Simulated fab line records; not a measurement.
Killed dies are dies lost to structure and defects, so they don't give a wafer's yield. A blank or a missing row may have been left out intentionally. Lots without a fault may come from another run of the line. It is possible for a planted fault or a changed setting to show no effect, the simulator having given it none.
The tool behind it: which one?	flow berkeley cmos170	45 wafers from 15 lots sampled at 4 of the route's 331 steps

WHAT THE GAUGES READ, wafer by wafer
UCB170_FIELD_THK_MEAS_02.
lot	measured	on	FIELD_OXIDE_THK (nm)
L680	day 5 03:46	film metro-04	574 576 575
L682	day 5 13:17	film metro-04	591 580 582
L683	day 5 23:39	film metro-02	551 550 553
L688	day 6 11:27	film metro-02	567 574 572
L689	day 6 11:28	film metro-03	582 582 586
L686	day 6 11:31	film metro-02	573 573 569
L687	day 6 11:31	film metro-03	567 572 571
L692	day 6 23:56	film metro-03	555 562 570
L690	day 6 23:56	film metro-02	564 559 559
L691	day 7 00:00	film metro-03	566 585 583
L695	day 7 18:11	film metro-02	578 568 571
L698	day 8 09:33	film metro-02	557 556 555
L700	day 8 15:13	film metro-03	562 559 562
L702	day 8 22:10	film metro-02	567 551 554
L703	day 9 06:35	film metro-02	535 534 529

UCB170_SACOX_THK_MEAS_02.
lot	measured	on	SACOX_OXIDE_THK (nm)
L680	day 5 19:19	film metro-02	14.35 14.11 14.83
L682	day 6 04:19	film metro-01	14.44 14.26 14.28
L683	day 6 08:36	film metro-02	14.95 14.94 14.64
L688	day 6 20:16	film metro-02	14.94 14.86 14.73
L689	day 6 20:13	film metro-02	14.88 15.00 14.83
L686	day 6 20:13	film metro-01	14.47 14.57 14.46
L687	day 6 20:16	film metro-01	14.74 14.81 14.57
L692	day 7 09:56	film metro-01	14.56 14.42 14.39
L690	day 7 09:58	film metro-02	14.33 14.50 14.34
L691	day 7 10:00	film metro-01	14.29 14.33 14.47
L695	day 8 04:34	film metro-02	14.62 14.60 14.72
L698	day 8 22:32	film metro-04	14.64 14.64 14.55
L700	day 9 05:47	film metro-04	14.59 14.73 14.67
L702	day 9 12:25	film metro-04	14.58 14.40 14.59
L703	day 9 19:41	film metro-02	14.18 13.95 14.33

UCB170_GATE_THK_MEAS_02.
lot	measured	on	GATE_OXIDE_THK (nm)
L680	day 6 15:38	film metro-01	6.56 6.65 6.60
L682	day 6 22:38	film metro-02	6.81 6.89 6.81
L683	day 6 22:38	film metro-01	6.56 6.59 6.66
L688	day 7 12:37	film metro-02	6.57 6.46 6.50
L689	day 7 12:41	film metro-01	6.70 6.68 6.67
L686	day 7 12:38	film metro-01	6.86 6.85 6.83
L687	day 7 12:41	film metro-02	6.74 6.61 6.65
L692	day 8 01:05	film metro-04	8.86 8.76 8.74
L690	day 8 01:04	film metro-01	8.68 8.64 8.57
L691	day 8 01:05	film metro-02	8.73 8.78 8.75
L695	day 9 00:05	film metro-01	6.58 6.59 6.58
L698	day 9 20:18	film metro-04	6.68 6.53 6.56
L700	day 9 20:17	film metro-01	6.72 6.63 6.79
L702	day 10 07:18	film metro-04	6.74 6.77 6.73
L703	day 10 14:19	film metro-04	6.76 6.66 6.75

WHAT TOOL EACH LOT RAN ON (gives the tool, then ch and the chambers of the sampled wafers, and finally the start)
lot	UCB170_GATE_OXIDATION_01
L680	furnace-01 ch 0, day 6 14:07
L682	furnace-01 ch 0, day 6 21:06
L683	furnace-01 ch 0, day 6 21:06
L688	furnace-02 ch 0, day 7 11:07
L689	furnace-02 ch 0, day 7 11:07
L686	furnace-02 ch 0, day 7 11:07
L687	furnace-02 ch 0, day 7 11:07
L692	furnace-02 ch 0, day 7 23:34
L690	furnace-02 ch 0, day 7 23:34
L691	furnace-02 ch 0, day 7 23:34
L695	furnace-01 ch 0, day 8 22:31
L698	furnace-01 ch 0, day 9 18:47
L700	furnace-01 ch 0, day 9 18:47
L702	furnace-03 ch 0, day 10 05:47
L703	furnace-01 ch 0, day 10 12:49
- UCB170_GATE_OXIDATION_01: target thk 6.6 nm, ox time 1800 s.

WHAT THE TOOLS THEMSELVES READ (means of the sampled wafers that have a number; where no wafer has one, the mark that the record gives instead)
The record holds no such reading with a usual standard deviation.

THE ANSWER, worked out from the rows above alone
Rule: the lots themselves supply what counts as usual. Put in order of their means at a reading, lots are off if they are a third of the lots or fewer, leave a main group of 4 or more, and stand apart from it by a gap of 3 or more times the standard deviation of the main group's means; of several such gaps the widest counts. Not used: any main group whose means are identical at the precision the tables above print for the reading. A lot without any number at a reading at which 4 lots or more have one is off too. All remaining lots with rows at the step are treated as sound. After the gauges, taken in route order, come the tools' own readings; for these a lot's mean is taken, as printed above. At the first step where some lot is off, the reading lying furthest off is the one used; lots without a number count as furthest.
Off: at UCB170_GATE_THK_MEAS_02 (GATE_OXIDE_THK), L692, L690, L691. Mean 6.68 nm and standard deviation 0.099 in the main group.
If a tool, at a process step before that reading, ran all the lots that are off and no sound lot after the first of them, it fits. The gauges at UCB170_GATE_THK_MEAS_02 are tried like those tools. One candidate fits, namely furnace-02 at UCB170_GATE_OXIDATION_01. Its last sound lot is L686 (day 7 11:07), its first lot that is off L690 (day 7 23:34): a fault that began between those two fits.

WHAT THE SIMULATOR HAD INSERTED
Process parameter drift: furnace-02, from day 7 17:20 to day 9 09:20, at UCB170_GATE_OXIDATION_01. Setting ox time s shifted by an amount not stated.
Shown lots that were struck: L692, L690, L691. The rule above reached the same finding.
